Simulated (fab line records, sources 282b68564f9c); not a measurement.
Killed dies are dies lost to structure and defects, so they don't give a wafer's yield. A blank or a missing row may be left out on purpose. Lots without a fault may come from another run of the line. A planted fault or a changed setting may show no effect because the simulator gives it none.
fab line records | flow rit_cmos
record lots=14 wafers=42 last_day=8
route steps=202 shown FOX2@23 M1@202
lots that met no fault: from a run of the same line without faults
start_h: hours from the record's first day to the start of the lot's first wafer shown | wait_h: hours since the lot's step before | " the same as in the row above | L1.1+2: a row that stands for several wafers | - no value, or no start given | * or withheld: withheld | < > ~ a bound
route shown NAME@n: a module of which the file shows steps, and the number in the route of the first | usual: mean/standard deviation of fault-free wafers | same: alike in all rows | chamber/n: place in a boat | sites: the reading at each site | _std_site: their standard deviation | _edge_site: outer sites' mean less inner sites' | radius_mm: how far each site lies from the wafer's centre | mask NAME#n: copy n | behind: the tool/chamber that last shaped the wafer | hold: why the lot was held/for how many hours/how that ended | device: the transistor (n, p or np) that didn't switch | end of line: the same wafers' tests at the end of the route | a step without rows: its recipe alone | killed: dies lost to structure and defects at the first sort, not the wafer's yield | map: a wafer's dies, x killed, . not, _ none there
set.NAME: the setting as run; set.NAME@STEP: as run at that earlier step | model.NAME: the simulator's own value behind a step, which no gauge read
steps of the route over a sample of lots; a table a step, a row a wafer
services: from which hour (start_h, from the record's first day; less than 0 if before it) a tool's chamber was out of use, for how many hours, and why
## steps
# step RIT_FOX2_OXIDATION_00
# recipe temp_c=1100 ambient=H2O target_thk_a=3507 p_h2o_torr=720 ox_time_s=1130
# usual spike_tc_centre_C=1101.6/1.5 spike_tc_load_C=1128.8/2.4 spike_tc_source_C=1123.7/3 tube_center_temp_C=1100/0.1 tube_center_temp_C_max=1102.9/0.5 zone_power_load_pct=41/6.4 zone_power_source_pct=42.5/0.84
# columns lot.wafer tool chamber start_h wait_h spike_tc_centre_C spike_tc_load_C spike_tc_source_C tube_center_temp_C tube_center_temp_C_max zone_power_load_pct zone_power_source_pct
L326.1 furnace-01 0 25.79 2.8 1101.5 1128.2 1128.5 1100.3 1103.2 46 41.1
L326.2 " 0 " " 1100.4 1128.2 1127.0 1100.1 1102.9 48 41.0
L326.6 " 0 " " 1101.0 1129.3 1129.1 1100 1102.9 46 40.8
L327.2 furnace-03 0 27.73 0.0 1104.9 1131.3 1122.6 1099.9 1102.3 46 42.9
L327.4 " 0 " " 1104.6 1132.2 1121.8 1100.1 1103.2 46 42.8
L327.6 " 0 " " 1102.5 1130.7 1124.5 1100.2 1102.2 46 43.1
L328.1 furnace-03 0 31.01 0.5 1103.7 1132.2 1124.3 1099.9 1102.0 46 42.2
L328.4 " 0 " " 1103.6 1131.6 1123.8 1100 1102.8 46 42.4
L328.5 " 0 " " 1104.4 1132.6 1124.3 1100 1103.0 46 42.6
L329.2 furnace-01 0 34.77 0.1 1100.4 1129.1 1128.5 1099.7 1102.5 48 41.2
L329.5 " 0 " " 1100.9 1126.8 1127.0 1099.9 1102.4 47 41.7
L329.6 " 0 " " 1100.5 1126.0 1129.3 1100 1102.6 46 40.7
L330.1 furnace-01 0 45.46 0.1 1100.0 1129.0 1131.9 1100 1102.6 48 41.6
L330.2 " 0 " " 1101.5 1128.2 1128.1 1100 1102.4 46 41.0
L330.6 " 0 " " 1102.3 1128.2 1129.1 1099.9 1102.7 47 41.4
L332.2 furnace-04 0 47.60 0.0 1099.1 1126.6 1120.3 1100.2 1103.9 34 42.9
L332.4 " 0 " " 1102.0 1126.8 1122.1 1100.1 1103.0 33 43.7
L332.5 " 0 " " 1099.8 1126.0 1121.9 1099.9 1102.8 34 42.0
L337.2 furnace-03 0 73.67 0.0 1103.7 1133.0 1122.9 1100.1 1102.2 45 42.1
L337.5 " 0 " " 1103.8 1132.0 1122.7 1100 1102.8 46 42.6
L337.6 " 0 " " 1103.4 1130.8 1121.5 1099.9 1102.7 46 42.6
L338.3 furnace-04 0 78.78 0.0 1100.0 1125.7 1122.7 1099.9 1103.4 33 43.0
L338.4 " 0 " " 1099.5 1127.6 1122.5 1099.9 1104.0 33 43.3
L338.5 " 0 " " 1100.2 1128.2 1121.9 1100 1102.5 34 42.8
L339.4 furnace-03 0 83.80 0.0 1102.7 1134.1 1123.2 1100.1 1103.0 46 43.0
L339.5 " 0 " " 1105.5 1132.5 1122.0 1100.1 1103.9 46 42.6
L339.6 " 0 " " 1104.1 1132.1 1122.9 1100.1 1102.9 45 42.9
L341.1 furnace-04 0 93.72 0.0 1100.6 1125.9 1121.9 1099.8 1104.0 33 43.3
L341.2 " 0 " " 1101.3 1126.8 1120.8 1099.8 1103.7 33 43.6
L341.3 " 0 " " 1098.8 1127.4 1122.3 1099.9 1102.2 33 43.0
L342.2 furnace-03 0 98.54 0.0 1063.5 1092.9 1082.3 1059.9 1062.9 42 39.4
L342.3 " 0 " " 1063.3 1091.6 1083.3 1060 1063.2 43 38.4
L342.5 " 0 " " 1061.5 1091.3 1083.6 1060.1 1062.9 42 38.7
L344.1 furnace-03 0 107.77 0.0 1062.3 1089.8 1080.8 1060 1063.1 41 39.1
L344.4 " 0 " " 1063.0 1090.8 1082.3 1059.9 1063.2 42 38.7
L344.6 " 0 " " 1063.6 1091.0 1082.9 1059.9 1062.8 43 39.3
L348.4 furnace-01 0 135.02 4.6 1101.3 1127.3 1128.4 1100 1103.5 48 41.2
L348.5 " 0 " " 1100.6 1128.2 1128.5 1100.1 1102.3 47 40.7
L348.6 " 0 " " 1100.9 1127.2 1129.1 1100 1102.7 46 40.3
L349.1 furnace-04 0 140.46 2.0 1101.1 1126.2 1121.0 1100.1 1102.7 33 42.8
L349.4 " 0 " " 1099.6 1125.9 1122.0 1100 1102.3 33 42.8
L349.6 " 0 " " 1101.4 1126.5 1122.0 1099.9 1102.5 34 42.5
# step RIT_FOX2_THK_MEAS_01
# recipe reads=SiO2_of_FOX2_OXIDATION_00
# usual FOX2_OXIDE_THK=352/7.3
# columns lot.wafer tool chamber start_h wait_h FOX2_OXIDE_THK[nm]
L326.1 film_metro-02 - 27.11 0.0 336
L326.2 " - " " 340
L326.6 " - " " 339
L327.2 film_metro-01 - 29.06 0.0 363
L327.4 " - " " 363
L327.6 " - " " 361
L328.1 film_metro-02 - 32.32 0.0 347
L328.4 " - " " 351
L328.5 " - " " 352
L329.2 film_metro-04 - 36.09 0.0 341
L329.5 " - " " 341
L329.6 " - " " 341
L330.1 film_metro-01 - 46.78 0.0 344
L330.2 " - " " 342
L330.6 " - " " 344
L332.2 film_metro-02 - 48.92 0.0 357
L332.4 " - " " 350
L332.5 " - " " 355
L337.2 film_metro-02 - 74.99 0.0 356
L337.5 " - " " 353
L337.6 " - " " 354
L338.3 film_metro-01 - 80.11 0.0 344
L338.4 " - " " 347
L338.5 " - " " 352
L339.4 film_metro-02 - 85.14 0.0 365
L339.5 " - " " 362
L339.6 " - " " 364
L341.1 film_metro-04 - 95.04 0.0 357
L341.2 " - " " 355
L341.3 " - " " 358
L342.2 film_metro-02 - 99.87 0.0 289
L342.3 " - " " 281
L342.5 " - " " 286
L344.1 film_metro-01 - 109.08 0.0 285
L344.4 " - " " 279
L344.6 " - " " 284
L348.4 film_metro-02 - 136.36 0.0 355
L348.5 " - " " 351
L348.6 " - " " 357
L349.1 film_metro-02 - 141.78 0.0 349
L349.4 " - " " 352
L349.6 " - " " 356
# step RIT_FOX2_THK_MEAS_90
# recipe reads=SiO2_of_FOX2_OXIDATION_00
# usual FIELD_OXIDE_LEFT_1_THK=325/7.4
# columns lot.wafer tool chamber start_h wait_h FIELD_OXIDE_LEFT_1_THK[nm]
L326.1 film_metro-02 - 28.05 0.0 309
L326.2 " - " " 313
L326.6 " - " " 312
L327.2 film_metro-01 - 29.93 0.0 335
L327.4 " - " " 335
L327.6 " - " " 334
L328.1 film_metro-04 - 33.27 0.0 321
L328.4 " - " " 324
L328.5 " - " " 326
L329.2 film_metro-01 - 37.04 0.0 314
L329.5 " - " " 313
L329.6 " - " " 314
L330.1 film_metro-01 - 47.72 0.0 317
L330.2 " - " " 314
L330.6 " - " " 316
L332.2 film_metro-02 - 49.82 0.0 329
L332.4 " - " " 323
L332.5 " - " " 328
L337.2 film_metro-02 - 75.87 0.0 328
L337.5 " - " " 325
L337.6 " - " " 327
L338.3 film_metro-02 - 80.99 0.0 317
L338.4 " - " " 320
L338.5 " - " " 325
L339.4 film_metro-04 - 86.15 0.0 338
L339.5 " - " " 335
L339.6 " - " " 338
L341.1 film_metro-01 - 95.91 0.0 329
L341.2 " - " " 329
L341.3 " - " " 331
L342.2 film_metro-04 - 100.74 0.0 262
L342.3 " - " " 254
L342.5 " - " " 259
L344.1 film_metro-02 - 110.03 0.0 258
L344.4 " - " " 252
L344.6 " - " " 257
L348.4 film_metro-04 - 137.24 0.0 328
L348.5 " - " " 325
L348.6 " - " " 330
L349.1 film_metro-01 - 142.65 0.0 322
L349.4 " - " " 325
L349.6 " - " " 328
# step RIT_FOX2_THK_MEAS_91
# recipe reads=SiO2_of_FOX2_OXIDATION_00
# usual FIELD_OXIDE_LEFT_2_THK=257/7.5
# columns lot.wafer tool chamber start_h wait_h FIELD_OXIDE_LEFT_2_THK[nm]
L326.1 film_metro-04 - 40.95 0.0 241
L326.2 " - " " 245
L326.6 " - " " 243
L327.2 film_metro-01 - 43.55 0.0 268
L327.4 " - " " 267
L327.6 " - " " 266
L328.1 film_metro-02 - 47.02 0.0 252
L328.4 " - " " 255
L328.5 " - " " 257
L329.2 film_metro-02 - 49.53 0.0 246
L329.5 " - " " 246
L329.6 " - " " 246
L330.1 film_metro-01 - 61.04 0.0 249
L330.2 " - " " 246
L330.6 " - " " 248
L332.2 film_metro-01 - 63.60 0.0 261
L332.4 " - " " 254
L332.5 " - " " 259
L337.2 film_metro-01 - 88.55 0.0 260
L337.5 " - " " 257
L337.6 " - " " 258
L338.3 film_metro-02 - 93.74 0.0 249
L338.4 " - " " 252
L338.5 " - " " 257
L339.4 film_metro-02 - 99.16 0.0 269
L339.5 " - " " 266
L339.6 " - " " 268
L341.1 film_metro-02 - 108.93 0.0 262
L341.2 " - " " 261
L341.3 " - " " 263
L342.2 film_metro-02 - 113.62 0.0 194
L342.3 " - " " 185
L342.5 " - " " 191
L344.1 film_metro-04 - 123.45 0.0 189
L344.4 " - " " 184
L344.6 " - " " 189
L348.4 film_metro-02 - 151.44 0.0 260
L348.5 " - " " 256
L348.6 " - " " 262
L349.1 film_metro-01 - 155.92 0.0 253
L349.4 " - " " 256
L349.6 " - " " 260
# step RIT_M1_PROBE_99
# usual killed_at_contacts=0.0/0.2 killed_at_front_end=7/3 killed_dies=7/3 killed_open=3.4/1.8 killed_short=3.8/2.1
# same gross_dies=264 killed_at_M0_to_M3=0 killed_at_M4_up=0 killed_at_back_side=0 killed_at_other=0
# columns lot.wafer tool chamber start_h wait_h killed_at_contacts killed_at_front_end killed_dies killed_open killed_short
L341.1 prober-01 - 135.64 0.1 0 8 8 1 7
L341.2 prober-01 - 135.69 0.1 0 4 4 1 3
L341.3 prober-01 - 135.74 0.2 0 7 7 4 3
# killed by level:class
L341.1 REOX:geometric_particle:short=3 SILICIDE:geometric_particle:short=2 GATE:geometric_particle:short=1 GATE:geometric_particle:open=1 SPACER:geometric_particle:short=1
L341.2 FOX1:geometric_particle:short=1 GATE:geometric_particle:short=1 SILICIDE:geometric_particle:short=1 SILICIDE:geometric_particle:open=1
L341.3 GATE:geometric_particle:short=2 FOX1:geometric_particle:open=1 FOX2:geometric_particle:open=1 FOX2:geometric_particle:short=1 GATE:geometric_particle:open=1 SPACER:geometric_particle:open=1
## services
# columns tool chamber start_h hours kind
furnace-01 - 14.88 3.8 pm
furnace-03 - 16.20 3.5 pm
furnace-03 - 19.74 6.5 pm
furnace-01 - 63.13 2.2 pm
furnace-03 - 133.39 4.1 pm
## key
first_sign step=RIT_FOX2_OXIDATION_00 reading=tube_center_temp_C direction=down sigmas=99+ usual=* struck=*
effect step=RIT_FOX2_OXIDATION_00 reading=tube_center_temp_C_max direction=down sigmas=80 usual=* struck=*
effect step=RIT_FOX2_THK_MEAS_01 reading=FOX2_OXIDE_THK direction=down sigmas=9.4 usual=352 struck=284
effect step=RIT_FOX2_THK_MEAS_90 reading=FIELD_OXIDE_LEFT_1_THK direction=down sigmas=9.3 usual=325 struck=257
effect step=RIT_FOX2_THK_MEAS_91 reading=FIELD_OXIDE_LEFT_2_THK direction=down sigmas=9.1 usual=257 struck=189
met_at RIT_FOX2_OXIDATION_00
struck_lots L342,L344
tester_left_out L342,L344
onset_between 83.80 98.54
fault kind=process_parameter_drift tool=furnace-03 chamber=- onset_h=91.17 steps=RIT_FOX2_OXIDATION_00 channel=temp_c offset=* shape=step end_h=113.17 acts_in=* stated=*
# tester_left_out: of these lots the tester's yield and bins aren't shown, on N5 and GAA mostly nor the transistor test; their killed dies are dies lost to structure and defects alone, not to doping, threshold or leakage, so they don't give the yield
